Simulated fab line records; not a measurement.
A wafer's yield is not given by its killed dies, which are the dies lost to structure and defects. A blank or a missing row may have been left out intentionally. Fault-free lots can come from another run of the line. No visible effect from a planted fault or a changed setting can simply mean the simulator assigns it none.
A lot that was struck, set against a sound lot ; flow ritCmos ; 43 steps out of a route of 202
Sound: wafers L419.1, L419.3, L419.4. Struck: wafers L427.2, L427.4, L427.6. The cause is given at the end.
Per side, at each step with rows, come the tool, then ch with its chambers, and then its first start. Under that, the readings that differ: sound wafers ; struck wafers ; difference of the means ; sigmas: that difference in standard deviations of wafers without a fault.
alike: readings whose means differ by less than 2 such deviations, and words and numbers that are the same on both sides. not compared: withheld readings, readings that some wafer has no value for, bounds like >300 that may hide the same value, and numbers for which the record gives no deviation and whose values overlap.
A row with sigmas, a row that says differs or no value, or rows on one side alone: a step with any of these is where the two part. Non-overlapping numbers with no deviation appear without sigmas and do not part them. A reading that every wafer of one side lacks parts them only if that side has two wafers or more.

first, 1 step without rows for these wafers: RIT_ACTIVE_OXIDATION_01 (target thk 46.8 nm, ox time 3360 s).
RIT_ACTIVE_THK_MEAS_02:
  sound on filmMetro-02, day 2 09:12; struck on filmMetro-02, day 4 02:52
  alike: ACTIVE_OXIDE_THK
then, 1 step without rows for these wafers: RIT_ACTIVE_CVD_03 (deposits Si3N4 from SiH2Cl2/NH3, target thk 150 nm, time 1537 s).
RIT_ACTIVE_THK_MEAS_04:
  sound on filmMetro-01, day 2 10:41; struck on filmMetro-01, day 4 04:21
  alike: ACTIVE_NITRIDE_THK
then, 6 steps without rows for these wafers: RIT_ACTIVE_HMDS_05 (prime time 60 s); RIT_ACTIVE_COAT_06 (resist thk 991.5 nm); RIT_ACTIVE_SOFTBAKE_07 (time 60 s); RIT_ACTIVE_EXPOSE_08 (exposes mask M1, target cd 1400 nm); RIT_ACTIVE_PEB_09; RIT_ACTIVE_DEVELOP_10 (develop time 50 s).
RIT_ACTIVE_CD_MEAS_11 targets a cd of 1400 nm.
  sound on cdSem-01, day 2 11:35; struck on cdSem-02, day 4 05:16
  alike: cdNm
then, 1 step without rows for these wafers: RIT_ACTIVE_HARDBAKE_12 (time 60 s).
RIT_ACTIVE_ETCH_13: etches Si3N4 in SF6, stops on SiO2, time 210 s, target depth 210 nm.
  sound on rieDiel-02 ch 0,1,2, day 2 11:52; struck on rieDiel-04 ch 0,2, day 4 05:31
  alike: drypumpMotorCurrentA, oesProductAu, throttleValvePct
  not compared: rfHoursCounterH
RIT_ACTIVE_STRIP_14: strips in O2, time 180 s.
  sound on plasmaAsher-01 ch 0,1, day 2 11:59; struck on plasmaAsher-03 ch 0,1, day 4 05:39
  alike: drypumpMotorCurrentA, o2FlowSccm
  not compared: rfHoursCounterH
RIT_ACTIVE_CD_MEAS_90 targets a cd of 1400 nm.
  sound on cdSem-01, day 2 12:10; struck on cdSem-02, day 4 05:51
  alike: cdNm
then, 4 steps without rows for these wafers: RIT_ACTIVE_CLEAN_15 (cleans in SC1, time 600 s); RIT_ACTIVE_CLEAN_16 (cleans in dHF, time 30 s); RIT_ACTIVE_CLEAN_17 (cleans in SC2, time 600 s); RIT_FOX1_OXIDATION_00 (target thk 350.7 nm, ox time 1130 s).
RIT_FOX1_THK_MEAS_01:
  sound on filmMetro-02, day 2 15:19; struck on filmMetro-02, day 4 10:26
  alike: FOX1_OXIDE_THK
then, 2 steps without rows for these wafers: RIT_FOX1_WET_ETCH_02 (etches SiO2 in BOE, target depth 350 nm, time 390 s); RIT_FOX2_OXIDATION_00 (target thk 350.7 nm, ox time 1130 s).
RIT_FOX2_THK_MEAS_01:
  sound on filmMetro-01, day 2 17:19; struck on filmMetro-03, day 4 13:34
  alike: FOX2_OXIDE_THK
then, 2 steps without rows for these wafers: RIT_FOX2_CLEAN_02 (cleans in dHF, time 180 s); RIT_FOX2_WET_ETCH_03 (etches Si3N4 in H3PO4, target depth 195 nm, time 2700 s).
RIT_FOX2_THK_MEAS_90:
  sound on filmMetro-03, day 2 18:16; struck on filmMetro-03, day 4 14:31
  alike: FIELD_OXIDE_LEFT_1_THK
then, 6 steps without rows for these wafers: RIT_NWELL_HMDS_00 (prime time 58.79 s); RIT_NWELL_COAT_01 (resist thk 1300 nm); RIT_NWELL_SOFTBAKE_02 (time 60 s); RIT_NWELL_EXPOSE_03 (exposes mask M2, target cd 43900 nm); RIT_NWELL_PEB_04; RIT_NWELL_DEVELOP_05 (develop time 68 s).
RIT_NWELL_OVL_MEAS_06:
  sound on overlay-02, day 2 19:31; struck on overlay-02, day 4 15:27
  alike: NWELL_OVL
then, 2 steps without rows for these wafers: RIT_NWELL_HARDBAKE_07 (time 120 s); RIT_NWELL_IMPLANT_08.
RIT_NWELL_STRIP_09: strips in O2, time 180 s.
  sound on plasmaAsher-01 ch 0,1, day 2 19:57; struck on plasmaAsher-01 ch 0,1, day 4 15:53
  alike: drypumpMotorCurrentA, o2FlowSccm
  not compared: rfHoursCounterH
RIT_NWELL_TW_MEAS_10:
  sound on filmMetro-03, day 2 20:07; struck on filmMetro-04, day 4 16:04
  alike: NWELL_TW
then, 5 steps without rows for these wafers: RIT_PWELL_HMDS_00 (prime time 60 s); RIT_PWELL_COAT_01 (resist thk 1300 nm); RIT_PWELL_SOFTBAKE_02 (time 60 s); RIT_PWELL_EXPOSE_03 (exposes mask M3, target cd 43700 nm); RIT_PWELL_PEB_04.
-- the record jumps here: 2 days lie between the struck wafers' starts before and after (it left off in module PWELL and takes up again in module M1, whose first step shown is number 202 of the route) --
RIT_M1_PROBE_99:
  only the struck wafers here have rows in the record (prober-02, day 6 21:41); the sound ones have none

## WHERE THEY PART
Only at RIT_M1_PROBE_99, as far as this record shows.

WHY: what the simulator had put in
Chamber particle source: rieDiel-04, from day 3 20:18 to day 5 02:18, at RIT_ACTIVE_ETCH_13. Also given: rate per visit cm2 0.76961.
